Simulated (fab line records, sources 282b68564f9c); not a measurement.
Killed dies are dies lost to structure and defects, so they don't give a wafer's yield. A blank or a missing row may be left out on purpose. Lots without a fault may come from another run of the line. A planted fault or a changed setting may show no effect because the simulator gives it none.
Which tool did it? | flow rit_cmos | 7 lots, 21 wafers sampled, at 1 step of a route of 202

WHAT THE GAUGES READ, wafer by wafer
RIT_PWELL_TW_MEAS_10.
lot  | measured    | on            | PWELL_TW
L946 | day 2 19:22 | film_metro-04 | 946 941 940
L950 | day 3 14:38 | film_metro-04 | 949 955 956
L952 | day 4 02:08 | film_metro-04 | 944 951 946
L956 | day 4 21:16 | film_metro-04 | 940 944 943
L958 | day 5 07:13 | film_metro-04 | 951 947 961
L963 | day 6 08:50 | film_metro-04 | 947 945 949
L965 | day 6 17:54 | film_metro-04 | 950 954 946

WHICH TOOL RAN EACH LOT (tool, then ch and the chambers of the sampled wafers, then the start)
The record holds no process step before these readings.

THE ANSWER, worked out from the rows above alone
Rule: what is usual is taken from the lots themselves. Put in order of their means at a reading, lots are off if they are a third of the lots or fewer, leave a main group of 4 or more, and stand apart from it by a gap of 3 or more times the standard deviation of the main group's means; of several such gaps the widest counts. A main group whose means are all the same, to the digits that the tables above print for the reading, isn't used. A lot without any number at a reading at which 4 lots or more have one is off too. The other lots that the step has rows for count as sound.
No lot is off at any reading shown: from this, nothing can be told.

WHAT THE SIMULATOR HAD PUT IN
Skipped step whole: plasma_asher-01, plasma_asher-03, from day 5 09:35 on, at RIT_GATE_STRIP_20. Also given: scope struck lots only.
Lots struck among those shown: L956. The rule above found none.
